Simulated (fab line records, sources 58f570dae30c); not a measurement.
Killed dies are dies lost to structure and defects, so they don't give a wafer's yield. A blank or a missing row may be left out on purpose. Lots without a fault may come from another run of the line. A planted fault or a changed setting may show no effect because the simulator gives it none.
One fault seen from 2 desks | flow berkeley_cmos170 | each desk has only its own numbers; what lay behind them comes last

THE TOOL OWNER'S DESK: rie_diel-01
The tool's own readings at UCB170_CONTACT_ETCH_17 (etches BARC in N2/H2): means of the sampled wafers that have a number, for each lot that ran on this tool. A lot is out of limits, marked OUT, if its mean lies more than 4 standard deviations from the usual mean; the brackets give that distance.
Columns: A = chamber_pressure_mTorr at UCB170_CONTACT_ETCH_17, usual 30.001 mTorr; B = drypump_motor_current_A at UCB170_CONTACT_ETCH_17, usual 5.8 A; C = oes_product_au at UCB170_CONTACT_ETCH_17, usual 1.008 a.u.; D = rf_fwd_power_W at UCB170_CONTACT_ETCH_17, usual 495.0 W; E = throttle_valve_pct at UCB170_CONTACT_ETCH_17, usual 13.35 %
lot  | first seen here | A                        | B   | C     | D     | E
L864 | day 9 01:52     | 29.994                   | 5.7 | 1.009 | 496.3 | 13.13
L870 | day 10 03:13    | 30.002                   | 6.2 | 1.030 | 493.9 | 13.56
L868 | day 10 03:51    | 23.991 (-99 or more) OUT | 5.8 | 1.018 | 495.7 | 13.14
L874 | day 11 06:11    | 23.999 (-99 or more) OUT | 6.0 | 1.045 | 494.8 | 13.34
This desk's finding: out of limits on L868, L874; first on L868, day 10 03:51 (chamber_pressure_mTorr at UCB170_CONTACT_ETCH_17). In limits: L864, L870.

THE METROLOGY DESK
What the gauges read, lot by lot, whatever tool the lot ran on: means of the sampled wafers that have a number. A lot is out of limits, marked OUT, if its mean lies more than 4 standard deviations from the usual mean; the brackets give that distance.
Columns: A = INCOMING_BOW at UCB170_START_BOW_MEAS_00, usual 0 um
lot  | first seen here | A
L861 | day 1 10:02     | 4
L862 | day 1 15:00     | -4
L864 | day 2 01:01     | -4
L865 | day 2 06:00     | 1
L866 | day 2 11:01     | -1
L867 | day 2 16:02     | -1
L868 | day 2 21:00     | 3
L869 | day 3 02:00     | 0
L870 | day 3 07:00     | 2
L874 | day 4 03:02     | 1
L880 | day 5 09:00     | -5
L882 | day 5 19:00     | 1
L883 | day 6 00:00     | 6
L884 | day 6 05:00     | 1
This desk's finding: nothing out of limits on any of the 14 lots.

PUT TOGETHER
The tool owner's desk could have raised an alarm at day 10 03:51, on L868, L874.
The metrology desk saw nothing out of limits.
The metrology desk has L868, L874 on record, within its limits.
Of the lots named, all ran UCB170_CONTACT_ETCH_17 on rie_diel-01.

WHAT THE SIMULATOR HAD PUT IN
Process parameter drift: rie_diel-01, from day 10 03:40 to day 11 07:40, at UCB170_CONTACT_ETCH_17. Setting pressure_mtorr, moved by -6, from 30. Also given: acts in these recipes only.
Lots struck among those shown: L868, L874.
Hours from the fault's start to each desk's first reading out of limits: the tool owner's desk, 0.
